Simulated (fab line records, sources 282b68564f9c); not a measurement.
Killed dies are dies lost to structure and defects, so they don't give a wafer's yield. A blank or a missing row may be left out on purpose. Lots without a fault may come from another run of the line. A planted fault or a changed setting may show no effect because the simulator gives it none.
fab line records | flow rit_cmos
record lots=13 wafers=39 last_day=7
route steps=202 shown ACTIVE@4 PSD@152 CONTACT@180 M1@193
lots that met no fault: from a run of the same line without faults
start_h: hours from the record's first day to the start of the lot's first wafer shown | wait_h: hours since the lot's step before | " the same as in the row above | L1.1+2: a row that stands for several wafers | - no value, or no start given | * or withheld: withheld | < > ~ a bound
route shown NAME@n: a module of which the file shows steps, and the number in the route of the first | usual: mean/standard deviation of fault-free wafers | same: alike in all rows | chamber/n: place in a boat | sites: the reading at each site | _std_site: their standard deviation | _edge_site: outer sites' mean less inner sites' | radius_mm: how far each site lies from the wafer's centre | mask NAME#n: copy n | behind: the tool/chamber that last shaped the wafer | hold: why the lot was held/for how many hours/how that ended | device: the transistor (n, p or np) that didn't switch | end of line: the same wafers' tests at the end of the route | a step without rows: its recipe alone | killed: dies lost to structure and defects at the first sort, not the wafer's yield | map: a wafer's dies, x killed, . not, _ none there
set.NAME: the setting as run; set.NAME@STEP: as run at that earlier step | model.NAME: the simulator's own value behind a step, which no gauge read
steps of the route over a sample of lots; a table a step, a row a wafer
services: from which hour (start_h, from the record's first day; less than 0 if before it) a tool's chamber was out of use, for how many hours, and why
## steps
# step RIT_ACTIVE_CVD_03
# recipe material=Si3N4 target_thk_nm=150 temp_c=810 precursor=SiH2Cl2/NH3 time_s=1500 pressure_mtorr=300 sih2cl2_flow_sccm=60 nh3_flow_sccm=150
# usual spike_tc_centre_C=812.5/1 zone_power_centre_pct=35.3/2.3 zone_power_source_pct=20.6/2.3
# columns lot.wafer tool chamber start_h wait_h spike_tc_centre_C zone_power_centre_pct zone_power_source_pct
L319.1 lpcvd-02 1 17.11 0.1 811.8 33.3 20.4
L319.4 " 1 " " 812.9 33.4 19.9
L319.5 " 1 " " 813.0 33.5 20.2
L320.3 lpcvd-01 1 22.11 0.0 811.5 40.2 18.3
L320.5 " 1 " " 811.8 39.5 18.3
L320.6 " 1 " " 811.9 40.4 18.4
L321.1 lpcvd-02 0 27.11 0.1 815.4 33.9 18.9
L321.2 " 0 " " 813.8 33.8 19.2
L321.5 " 0 " " 812.6 34.1 19.1
L323.1 lpcvd-02 0 37.11 0.1 813.2 33.4 18.8
L323.2 " 0 " " 813.0 34.2 18.9
L323.3 " 0 " " 813.4 33.7 19.1
L324.2 lpcvd-01 0 42.11 0.0 810.9 35.1 23.7
L324.4 " 0 " " 811.8 35.1 23.8
L324.6 " 0 " " 812.5 35.4 24.5
L325.1 lpcvd-02 0 47.11 0.1 813.0 33.8 19.0
L325.2 " 0 " " 812.4 34.2 18.8
L325.4 " 0 " " 813.4 33.5 18.8
L327.1 lpcvd-01 0 57.11 0.1 812.0 35.5 24.1
L327.2 " 0 " " 812.1 35.7 24.1
L327.5 " 0 " " 812.4 35.6 24.0
L328.2 lpcvd-02 0 62.11 0.0 813.4 34.1 18.8
L328.5 " 0 " " 812.3 33.8 18.7
L328.6 " 0 " " 811.9 33.7 18.7
L329.2 lpcvd-01 0 67.11 0.0 813.0 35.7 23.9
L329.4 " 0 " " 813.3 35.3 24.0
L329.6 " 0 " " 812.9 35.0 24.3
L330.1 lpcvd-02 0 72.69 0.1 814.2 34.4 18.8
L330.2 " 0 " " 812.8 33.6 19.3
L330.5 " 0 " " 812.7 33.7 19.0
L332.3 lpcvd-02 1 82.11 0.0 813.5 33.7 19.7
L332.4 " 1 " " 811.4 33.5 19.8
L332.5 " 1 " " 813.1 33.6 19.9
L333.3 lpcvd-01 0 87.11 0.0 841.3 44.2 22.4
L333.5 " 0 " " 840.7 45.1 22.4
L333.6 " 0 " " 838.6 44.9 22.4
L341.2 lpcvd-02 1 128.46 0.0 813.5 33.7 20.1
L341.4 " 1 " " 811.9 33.8 20.1
L341.6 " 1 " " 812.3 34.1 20.0
# step RIT_ACTIVE_THK_MEAS_04
# recipe reads=Si3N4_of_ACTIVE_CVD_03
# usual ACTIVE_NITRIDE_THK=149.4/1.4
# columns lot.wafer tool chamber start_h wait_h ACTIVE_NITRIDE_THK[nm]
L319.1 film_metro-01 - 18.53 0.0 150.0
L319.4 " - " " 151.8
L319.5 " - " " 150.2
L320.3 film_metro-01 - 23.55 0.0 151.0
L320.5 " - " " 150.6
L320.6 " - " " 149.7
L321.1 film_metro-03 - 28.53 0.0 147.4
L321.2 " - " " 148.6
L321.5 " - " " 147.2
L323.1 film_metro-01 - 38.53 0.0 149.1
L323.2 " - " " 150.3
L323.3 " - " " 152.0
L324.2 film_metro-02 - 43.54 0.0 149.6
L324.4 " - " " 150.7
L324.6 " - " " 149.6
L325.1 film_metro-01 - 48.53 0.0 147.2
L325.2 " - " " 148.2
L325.4 " - " " 145.5
L327.1 film_metro-02 - 58.53 0.0 148.7
L327.2 " - " " 148.4
L327.5 " - " " 147.9
L328.2 film_metro-02 - 63.54 0.0 147.3
L328.5 " - " " 147.6
L328.6 " - " " 146.5
L329.2 film_metro-03 - 68.54 0.0 150.5
L329.4 " - " " 149.5
L329.6 " - " " 149.6
L330.1 film_metro-02 - 74.11 0.0 147.8
L330.2 " - " " 148.1
L330.5 " - " " 149.4
L332.3 film_metro-03 - 83.55 0.0 149.4
L332.4 " - " " 149.2
L332.5 " - " " 149.0
L333.3 film_metro-01 - 88.55 0.0 163.3
L333.5 " - " " 178.8
L333.6 " - " " 186.9
L341.2 film_metro-01 - 129.89 0.0 151.1
L341.4 " - " " 151.9
L341.6 " - " " 151.1
# step RIT_ACTIVE_ETCH_13
# recipe stop_on=SiO2 chemistry=SF6 target=Si3N4 time_s=210 over_etch_frac=0.3613 SF6_flow_sccm=200 pressure_mtorr=260 rf_w=125 target_depth_a=2100
# usual drypump_motor_current_A=5.8/0.44 oes_product_au=0.825/0.013 throttle_valve_pct=7.52/0.1
# columns lot.wafer tool chamber start_h wait_h drypump_motor_current_A oes_product_au rf_hours_counter_h throttle_valve_pct
L319.1 rie_diel-01 2 19.86 0.1 5.4 0.845 2 7.43
L319.4 " 0 " " 6.4 0.818 65 7.52
L319.5 " 0 " " 6.4 0.819 - 7.52
L320.3 rie_diel-01 2 24.71 0.1 5.4 0.849 2 7.43
L320.5 " 2 " " 5.4 0.850 - 7.45
L320.6 " 1 " " 5.7 0.824 - 7.59
L321.1 rie_diel-04 1 29.83 0.1 5.6 0.840 138 7.53
L321.2 " 2 " " 5.8 0.807 4 7.66
L321.5 " 3 " " 6.1 0.829 - 7.35
L323.1 rie_diel-03 0 40.78 0.1 6.4 0.809 1 7.47
L323.2 " 2 " " 5.3 0.835 58 7.55
L323.3 " 3 " " 6.4 0.812 110 7.47
L324.2 rie_diel-04 0 44.83 0.1 5.3 0.827 130 7.59
L324.4 " 2 " " 5.8 0.808 4 7.67
L324.6 " 3 " " 6.1 0.835 - 7.35
L325.1 rie_diel-01 0 50.04 0.1 6.4 0.820 66 7.51
L325.2 " 1 " " 5.7 0.826 152 7.57
L325.4 " 2 " " 5.4 0.833 2 7.43
L327.1 rie_diel-04 2 59.71 0.1 5.8 0.818 4 7.68
L327.2 " 1 " " 5.7 0.845 138 7.55
L327.5 " 1 " " 5.7 0.850 - 7.54
L328.2 rie_diel-03 3 64.74 0.1 6.4 0.812 111 7.46
L328.5 " 3 " " 6.4 0.810 - 7.49
L328.6 " 2 " " 5.3 0.827 - 7.55
L329.2 rie_diel-01 1 69.71 0.1 5.7 0.830 152 7.58
L329.4 " 3 " " 6.1 0.813 68 7.26
L329.6 " 1 " " 5.7 0.831 - 7.58
L330.1 rie_diel-01 2 75.29 0.1 5.4 0.842 3 7.43
L330.2 " 0 " " 6.5 0.812 66 7.52
L330.5 " 1 " " 5.7 0.831 - 7.56
L332.3 rie_diel-03 2 84.83 0.1 5.3 0.829 59 7.57
L332.4 " 0 " " 6.4 0.811 1 7.47
L332.5 " 1 " " 5.2 0.834 - 7.62
L333.3 rie_diel-03 2 89.71 0.1 5.3 0.878 59 7.57
L333.5 " 3 " " 6.4 0.897 - 7.48
L333.6 " 2 " " 5.3 0.952 - 7.57
L341.2 rie_diel-03 3 131.22 0.1 6.4 0.815 112 7.47
L341.4 " 0 " " 6.4 0.818 2 7.48
L341.6 " 2 " " 5.3 0.836 - 7.56
# step RIT_PSD_TW_MEAS_10
# usual PSD_TW=3427/23
# columns lot.wafer tool chamber start_h wait_h PSD_TW
L319.1 film_metro-03 - 54.07 0.1 3424
L319.4 " - " " 3441
L319.5 " - " " 3413
L320.3 film_metro-02 - 58.15 0.1 3435
L320.5 " - " " 3424
L320.6 " - " " 3440
L321.1 film_metro-01 - 63.63 0.1 3448
L321.2 " - " " 3457
L321.5 " - " " 3469
L323.1 film_metro-02 - 75.99 0.1 3422
L323.2 " - " " 3425
L323.3 " - " " 3435
L324.2 film_metro-03 - 79.16 0.1 3414
L324.4 " - " " 3415
L324.6 " - " " 3418
L325.1 film_metro-01 - 85.35 0.1 3459
L325.2 " - " " 3434
L325.4 " - " " 3446
L327.1 film_metro-02 - 93.62 0.1 3406
L327.2 " - " " 3434
L327.5 " - " " 3410
L328.2 film_metro-03 - 99.35 0.1 3425
L328.5 " - " " 3437
L328.6 " - " " 3430
L329.2 film_metro-02 - 109.69 0.1 3395
L329.4 " - " " 3386
L329.6 " - " " 3389
L330.1 film_metro-02 - 112.69 0.1 3402
L330.2 " - " " 3382
L330.5 " - " " 3392
L332.3 film_metro-03 - 120.41 0.1 3409
L332.4 " - " " 3406
L332.5 " - " " 3401
L333.3 film_metro-01 - 125.40 0.1 3438
L333.5 " - " " 3437
L333.6 " - " " 3442
L341.2 film_metro-02 - 164.35 0.1 3401
L341.4 " - " " 3414
L341.6 " - " " 3410
# step RIT_CONTACT_STRIP_12
# recipe chemistry=O2 time_s=180 resist=NOVOLAK platen_temp_c=withheld power_w=500 pressure_mtorr=4000 o2_flow_sccm=4000
# usual drypump_motor_current_A=5.5/0.52 rf_refl_power_W=6.7/1.5
# columns lot.wafer tool chamber start_h wait_h drypump_motor_current_A rf_hours_counter_h rf_refl_power_W
L319.1 plasma_asher-02 1 57.33 0.1 6.2 42 5.3
L319.4 " 0 " " 5.2 - 5.3
L319.5 " 1 " " 6.2 - 5.1
L320.3 plasma_asher-01 1 61.47 0.2 5.7 - 8.9
L320.5 " 0 " " 4.8 - 6.0
L320.6 " 1 " " 5.7 - 8.4
L321.1 plasma_asher-01 0 67.12 0.1 4.8 43 6.1
L321.2 " 1 " " 5.8 43 8.2
L321.5 " 0 " " 4.8 - 6.2
L323.1 plasma_asher-01 0 79.18 0.1 4.8 45 6.1
L323.2 " 1 " " 5.8 45 8.3
L323.3 " 0 " " 4.8 - 6.0
L324.2 plasma_asher-02 1 82.41 0.1 6.2 45 5.4
L324.4 " 0 " " 5.2 - 5.2
L324.6 " 0 " " 5.2 - 5.3
L325.1 plasma_asher-03 0 88.45 0.1 5.0 41 9.3
L325.2 " 1 " " 6.1 41 7.1
L325.4 " 1 " " 6.1 - 7.0
L327.1 plasma_asher-01 1 96.71 0.1 5.8 47 8.6
L327.2 " 0 " " 4.8 47 5.8
L327.5 " 1 " " 5.8 - 8.6
L328.2 plasma_asher-01 1 102.62 0.1 5.7 47 8.3
L328.5 " 1 " " 5.8 - 8.2
L328.6 " 0 " " 4.8 - 6.2
L329.2 plasma_asher-01 0 113.19 0.1 4.8 48 6.2
L329.4 " 0 " " 4.8 - 6.2
L329.6 " 0 " " 4.8 - 6.1
L330.1 plasma_asher-03 1 115.75 0.1 6.1 44 6.7
L330.2 " 0 " " 5.0 44 8.9
L330.5 " 0 " " 5.0 - 9.1
L332.3 plasma_asher-01 0 123.51 0.2 4.8 - 6.1
L332.4 " 1 " " 5.8 - 8.3
L332.5 " 1 " " 5.8 - 8.4
L333.3 plasma_asher-02 1 128.53 0.2 6.2 - 5.2
L333.5 " 1 " " 6.2 - 5.2
L333.6 " 0 " " 5.2 - 5.3
L341.2 plasma_asher-02 1 167.46 0.1 6.2 5 5.2
L341.4 " 1 " " 6.2 - 5.0
L341.6 " 0 " " 5.2 - 5.3
# step RIT_M1_CD_MEAS_09
# recipe target_cd_nm=2600
# usual cd_nm=2600.1/2.2
# columns lot.wafer tool chamber start_h wait_h cd_nm
L319.1 cd_sem-01 - 59.56 - 2602.6
L319.4 " - " " 2602.2
L319.5 " - " " 2604.3
L320.3 cd_sem-01 - 63.59 - 2600.5
L320.5 " - " " 2600.0
L320.6 " - " " 2600.8
L321.1 cd_sem-02 - 69.24 - 2597.6
L321.2 " - " " 2597.6
L321.5 " - " " 2596.1
L323.1 cd_sem-01 - 81.54 - 2599.7
L323.2 " - " " 2600.1
L323.3 " - " " 2599.1
L324.2 cd_sem-02 - 84.57 - 2599.1
L324.4 " - " " 2601.1
L324.6 " - " " 2600.9
L325.1 cd_sem-02 - 90.45 - 2602.2
L325.2 " - " " 2600.7
L325.4 " - " " 2602.2
L327.1 cd_sem-02 - 98.84 - 2601.5
L327.2 " - " " 2601.1
L327.5 " - " " 2601.9
L328.2 cd_sem-01 - 104.66 - 2599.5
L328.5 " - " " 2598.9
L328.6 " - " " 2598.6
L329.2 cd_sem-01 - 115.33 - 2600.2
L329.4 " - " " 2604.1
L329.6 " - " " 2600.4
L330.1 cd_sem-02 - 118.01 - 2600.9
L330.2 " - " " 2599.4
L330.5 " - " " 2599.5
L332.3 cd_sem-01 - 125.52 - 2603.0
L332.4 " - " " 2603.2
L332.5 " - " " 2601.6
L333.3 cd_sem-01 - 130.64 - 2602.2
L333.5 " - " " 2602.3
L333.6 " - " " 2604.1
L341.2 cd_sem-02 - 169.61 - 2598.9
L341.4 " - " " 2598.9
L341.6 " - " " 2597.3
# step RIT_M1_PROBE_99
# usual killed_at_contacts=0.1/0.36 killed_at_front_end=7.2/2.9 killed_dies=7.4/2.9 killed_open=3.8/2 killed_short=3.5/2
# same gross_dies=264 killed_at_M0_to_M3=0 killed_at_M4_up=0 killed_at_back_side=0 killed_at_other=0
# columns lot.wafer tool chamber start_h wait_h killed_at_contacts killed_at_front_end killed_dies killed_open killed_short
L320.3 prober-02 - 66.43 0.2 0 3 3 1 2
L320.5 prober-02 - 66.53 0.2 0 11 11 6 5
L320.6 prober-02 - 66.58 0.2 0 2 2 1 1
L321.1 prober-01 - 71.90 0.1 0 11 11 5 6
L321.2 prober-01 - 71.95 0.1 0 10 10 6 4
L321.5 prober-01 - 72.10 0.2 0 9 9 7 2
L323.1 prober-01 - 84.20 0.1 0 8 8 1 7
L323.2 prober-01 - 84.25 0.1 0 5 5 2 2
L323.3 prober-01 - 84.30 0.2 0 5 5 3 2
L324.2 prober-02 - 88.72 0.1 0 5 5 3 2
L324.4 prober-02 - 88.82 0.2 0 9 9 5 4
L324.6 prober-02 - 88.92 0.2 0 3 3 0 3
L325.1 prober-01 - 94.13 0.1 0 11 11 5 6
L325.2 prober-01 - 94.18 0.1 0 5 5 4 1
L325.4 prober-01 - 94.28 0.2 0 4 4 3 1
L327.1 prober-01 - 101.94 0.1 0 10 10 2 8
L327.2 prober-01 - 101.99 0.1 1 8 9 4 5
L327.5 prober-01 - 102.14 0.2 0 8 8 6 2
L328.2 prober-02 - 107.55 0.1 0 4 4 3 1
L328.5 prober-02 - 107.70 0.2 1 4 5 2 3
L328.6 prober-02 - 107.75 0.2 0 8 8 2 6
L329.2 prober-02 - 118.29 0.1 0 7 7 1 6
L329.4 prober-02 - 118.39 0.2 0 7 7 4 3
L329.6 prober-02 - 118.49 0.2 0 9 9 4 5
# killed by level:class
L320.3 GATE:geometric_particle:open=1 GATE:geometric_particle:short=1 SPACER:geometric_particle:short=1
L320.5 GATE:geometric_particle:short=3 GATE:geometric_particle:open=2 SPACER:geometric_particle:open=2 FOX1:geometric_particle:short=1 FOX2:geometric_particle:short=1 FOX2:geometric_particle:open=1 REOX:geometric_particle:open=1
L320.6 GATE:geometric_particle:short=1 SILICIDE:geometric_particle:open=1
L321.1 GATE:geometric_particle:open=2 SPACER:geometric_particle:open=2 SILICIDE:geometric_particle:short=2 FOX1:geometric_particle:short=1 FOX2:geometric_particle:short=1 GATE:geometric_particle:short=1 SPACER:geometric_particle:short=1 SILICIDE:geometric_particle:open=1
L321.2 SPACER:geometric_particle:open=2 SPACER:geometric_particle:short=2 SILICIDE:geometric_particle:open=2 GATE:geometric_particle:open=1 GATE:geometric_particle:short=1 REOX:geometric_particle:open=1 SILICIDE:geometric_particle:short=1
L321.5 SPACER:geometric_particle:open=3 FOX1:geometric_particle:open=1 GATE:geometric_particle:open=1 GATE:geometric_particle:short=1 REOX:geometric_particle:short=1 REOX:geometric_particle:open=1 SILICIDE:geometric_particle:open=1
L323.1 FOX1:geometric_particle:short=3 SPACER:geometric_particle:short=2 FOX2:geometric_particle:open=1 FOX2:geometric_particle:short=1 GATE:geometric_particle:short=1
L323.2 GATE:geometric_particle:open=2 REOX:geometric_particle:short=1 SPACER:geometric_particle:short=1 ACTIVE:coat_microbubble_printed=1
L323.3 SPACER:geometric_particle:open=2 FOX1:geometric_particle:open=1 FOX1:geometric_particle:short=1 SPACER:geometric_particle:short=1
L324.2 FOX1:geometric_particle:short=1 FOX1:geometric_particle:open=1 GATE:geometric_particle:open=1 SILICIDE:geometric_particle:short=1 SILICIDE:geometric_particle:open=1
L324.4 FOX1:geometric_particle:short=2 REOX:geometric_particle:open=2 GATE:geometric_particle:open=1 REOX:geometric_particle:short=1 SPACER:geometric_particle:open=1 SILICIDE:geometric_particle:open=1 SILICIDE:geometric_particle:short=1
L324.6 FOX1:geometric_particle:short=2 GATE:geometric_particle:short=1
L325.1 GATE:geometric_particle:short=3 FOX1:geometric_particle:open=2 SPACER:geometric_particle:open=2 SPACER:geometric_particle:short=2 FOX1:geometric_particle:short=1 GATE:geometric_particle:open=1
L325.2 GATE:geometric_particle:open=3 GATE:geometric_particle:short=1 SPACER:geometric_particle:open=1
L325.4 GATE:geometric_particle:open=2 FOX1:geometric_particle:short=1 SPACER:geometric_particle:open=1
L327.1 SPACER:geometric_particle:short=3 FOX1:geometric_particle:short=2 ACTIVE:geometric_particle:short=1 GATE:geometric_particle:open=1 GATE:geometric_particle:short=1 REOX:geometric_particle:short=1 SPACER:geometric_particle:open=1
L327.2 GATE:geometric_particle:open=3 GATE:geometric_particle:short=2 FOX1:geometric_particle:short=1 REOX:geometric_particle:short=1 SILICIDE:geometric_particle:open=1 CONTACT:geometric_particle:short=1
L327.5 GATE:geometric_particle:open=2 GATE:geometric_particle:short=2 REOX:geometric_particle:open=2 FOX2:geometric_particle:open=1 SPACER:geometric_particle:open=1
L328.2 FOX1:geometric_particle:short=1 REOX:geometric_particle:open=1 SPACER:geometric_particle:open=1 SILICIDE:geometric_particle:open=1
L328.5 REOX:geometric_particle:short=2 FOX1:geometric_particle:open=1 REOX:geometric_particle:open=1 CONTACT:geometric_particle:short=1
L328.6 FOX1:geometric_particle:open=2 FOX1:geometric_particle:short=2 SPACER:geometric_particle:short=2 FOX2:geometric_particle:short=1 REOX:geometric_particle:short=1
L329.2 GATE:geometric_particle:short=2 SILICIDE:geometric_particle:short=2 FOX1:geometric_particle:short=1 GATE:geometric_particle:open=1 SPACER:geometric_particle:short=1
L329.4 FOX1:geometric_particle:short=1 FOX1:geometric_particle:open=1 GATE:geometric_particle:short=1 GATE:geometric_particle:open=1 REOX:geometric_particle:open=1 SPACER:geometric_particle:open=1 SPACER:geometric_particle:short=1
L329.6 GATE:geometric_particle:short=3 FOX2:geometric_particle:open=1 FOX2:geometric_particle:short=1 GATE:geometric_particle:open=1 REOX:geometric_particle:open=1 SPACER:geometric_particle:short=1 SPACER:geometric_particle:open=1
## services
# columns tool chamber start_h hours kind
plasma_asher-03 - 32.97 16.7 repair
rie_diel-01 - 45.93 3.2 repair
rie_diel-03 0 56.94 8.8 repair
plasma_asher-03 - 62.75 3.1 repair
rie_diel-04 2 63.13 7.9 repair
plasma_asher-03 - 66.82 15.6 pm
rie_diel-04 1 89.77 16.7 repair
rie_diel-01 2 101.06 17.1 repair
plasma_asher-02 - 107.56 3.9 repair
plasma_asher-02 - 111.42 9.0 pm
plasma_asher-02 0 111.42 9.0 vent_cycle
plasma_asher-02 1 111.42 9.0 vent_cycle
plasma_asher-02 0 120.42 - clean
plasma_asher-02 1 120.42 - clean
rie_diel-04 3 126.35 2.8 repair
rie_diel-01 1 135.75 - clean
rie_diel-01 1 135.75 13.7 scheduled_down
rie_diel-01 1 135.75 13.7 vent_cycle
lpcvd-02 - 163.55 2.7 repair
rie_diel-04 - 166.48 0.3 repair
## key
first_sign step=RIT_ACTIVE_CVD_03 reading=spike_tc_centre_C direction=up sigmas=26 usual=812.5 struck=840.2
effect step=RIT_ACTIVE_CVD_03 reading=zone_power_centre_pct direction=up sigmas=4.2 usual=35.3 struck=44.7
effect step=RIT_ACTIVE_THK_MEAS_04 reading=ACTIVE_NITRIDE_THK direction=up sigmas=19 usual=149.4 struck=176.4
effect step=RIT_ACTIVE_ETCH_13 reading=oes_product_au direction=up sigmas=6.5 usual=0.825 struck=0.909
met_at RIT_ACTIVE_CVD_03
struck_lots L333
struck_wafers L333.3,L333.5,L333.6
tester_left_out L333
not_acting_at RIT_PSD_TW_MEAS_10,RIT_CONTACT_STRIP_12,RIT_M1_CD_MEAS_09
onset_between 67.11 87.11
fault kind=process_parameter_drift tool=lpcvd-01 chamber=0 onset_h=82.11 steps=RIT_ACTIVE_CVD_03 channel=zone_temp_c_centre offset=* shape=step end_h=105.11
# tester_left_out: of these lots the tester's yield and bins aren't shown, on N5 and GAA mostly nor the transistor test; their killed dies are dies lost to structure and defects alone, not to doping, threshold or leakage, so they don't give the yield
